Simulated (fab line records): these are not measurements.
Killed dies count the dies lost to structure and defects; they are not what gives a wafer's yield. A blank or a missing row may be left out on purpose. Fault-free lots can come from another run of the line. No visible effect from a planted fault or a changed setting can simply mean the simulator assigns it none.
The tool behind it: which one? | flow berkeley cmos170 | 14 lots with 42 wafers sampled at 2 steps, on a route of 331 steps

== WHAT EACH GAUGE READ, for each wafer ==
UCB170_SDANNEAL_RS_MEAS_04: the measuring method here is four-point-probe.
lot  | measured     | on            | PLDD_RS (ohm/sq)
L463 | day 6 16:43  | film metro-03 | 1036.3 1034.8 1035.8
L464 | day 6 16:58  | film metro-02 | 1027.2 1028.3 1032.6
L465 | day 7 02:10  | film metro-02 | 1027.5 1031.3 1028.7
L468 | day 7 13:54  | film metro-01 | 1032.3 1028.6 1031.4
L471 | day 8 14:16  | film metro-02 | 1053.8 1050.6 1055.0
L474 | day 9 00:05  | film metro-01 | 1055.8 1051.3 1059.0
L477 | day 9 19:16  | film metro-01 | 1028.8 1027.3 1028.1
L478 | day 9 19:30  | film metro-03 | 1032.6 1034.4 1034.5
L479 | day 10 04:37 | film metro-03 | 1033.1 1028.6 1037.5
L480 | day 10 16:45 | film metro-03 | 1027.0 1029.7 1030.8
L482 | day 11 01:51 | film metro-02 | 1027.2 1026.7 1025.2
L483 | day 11 13:38 | film metro-02 | 1030.4 1034.0 1027.0
L484 | day 11 10:07 | film metro-02 | 1031.6 1032.2 1032.6
L486 | day 12 10:14 | film metro-03 | 1034.4 1031.2 1032.2

== TOOL THAT RAN EACH LOT (tool first, then ch and the chambers of the sampled wafers, then the start) ==
lot  | UCB170_PLDD_IMPLANT_09
L463 | implanter-01 ch 0, day 6 00:49
L464 | implanter-03 ch 0, day 6 01:27
L465 | implanter-03 ch 0, day 6 13:23
L468 | implanter-04 ch 0, day 7 02:12
L471 | implanter-01 ch 0, day 8 02:56
L474 | implanter-01 ch 0, day 8 11:43
L477 | implanter-03 ch 0, day 9 04:00
L478 | implanter-04 ch 0, day 9 04:10
L479 | implanter-03 ch 0, day 9 14:04
L480 | implanter-03 ch 0, day 10 03:14
L482 | implanter-03 ch 0, day 10 13:01
L483 | implanter-04 ch 0, day 10 18:32
L484 | implanter-03 ch 0, day 10 18:46
L486 | implanter-03 ch 0, day 11 15:10
- UCB170_PLDD_IMPLANT_09

== AS READ BY THE TOOLS THEMSELVES (means over the sampled wafers that have a number; for cases with no such wafer, the mark the record gives instead) ==
UCB170_PLDD_IMPLANT_09.
lot  | tool         | dose ions cm2 | tilt deg (degrees)
L463 | implanter-01 | 5e+13         | 7.001
L464 | implanter-03 | 5e+13         | 7.027
L465 | implanter-03 | 5e+13         | 7.028
L468 | implanter-04 | 5e+13         | 7.001
L471 | implanter-01 | 5e+13         | 6.959
L474 | implanter-01 | 5e+13         | 6.994
L477 | implanter-03 | 5e+13         | 7.015
L478 | implanter-04 | 5e+13         | 6.986
L479 | implanter-03 | 5e+13         | 7.001
L480 | implanter-03 | 5e+13         | 6.989
L482 | implanter-03 | 5e+13         | 7.003
L483 | implanter-04 | 5e+13         | 6.977
L484 | implanter-03 | 5e+13         | 7.022
L486 | implanter-03 | 5e+13         | 6.985

== THE ANSWER, worked out from the rows above alone ==
Rule: what is usual is taken from the lots themselves. The widest of any qualifying gaps counts: lots, ordered by their means at a reading, are off when they make up no more than a third of the lots, leave a main group of 4 or more, and stand apart from it by 3 or more times the standard deviation of that group's means. A main group whose means are all the same, to the digits that the tables above print for the reading, isn't used. A lot without any number at a reading at which 4 lots or more have one is off too. The other lots that the step has rows for count as sound. The gauges are gone through in route order, then the tools' own readings, and for those a lot's mean is taken as printed above. The first step at which some lot is off is used, and at that step the reading that is off furthest; a lot without a number counts as furthest.
Off: L471, L474, seen at UCB170_SDANNEAL_RS_MEAS_04 (PLDD_RS). For the main group the mean is 1030.9 ohm/sq and the standard deviation 2.5.
If a tool, at a process step before that reading, ran all the lots that are off and no sound lot after the first of them, it fits. Those tools and the gauges at UCB170_SDANNEAL_RS_MEAS_04 are tried in the same way. One fits: implanter-01 at UCB170_PLDD_IMPLANT_09. Its last sound lot is L463 (day 6 00:49), its first lot that is off L471 (day 8 02:56): a fault that began between those two fits.

== WHAT HAD BEEN PUT IN BY THE SIMULATOR ==
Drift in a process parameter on implanter-01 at UCB170_PLDD_IMPLANT_09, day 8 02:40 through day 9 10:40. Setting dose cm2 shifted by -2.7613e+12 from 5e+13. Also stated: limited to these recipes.
Lots struck among those shown: L471, L474. The rule given above showed the same thing.
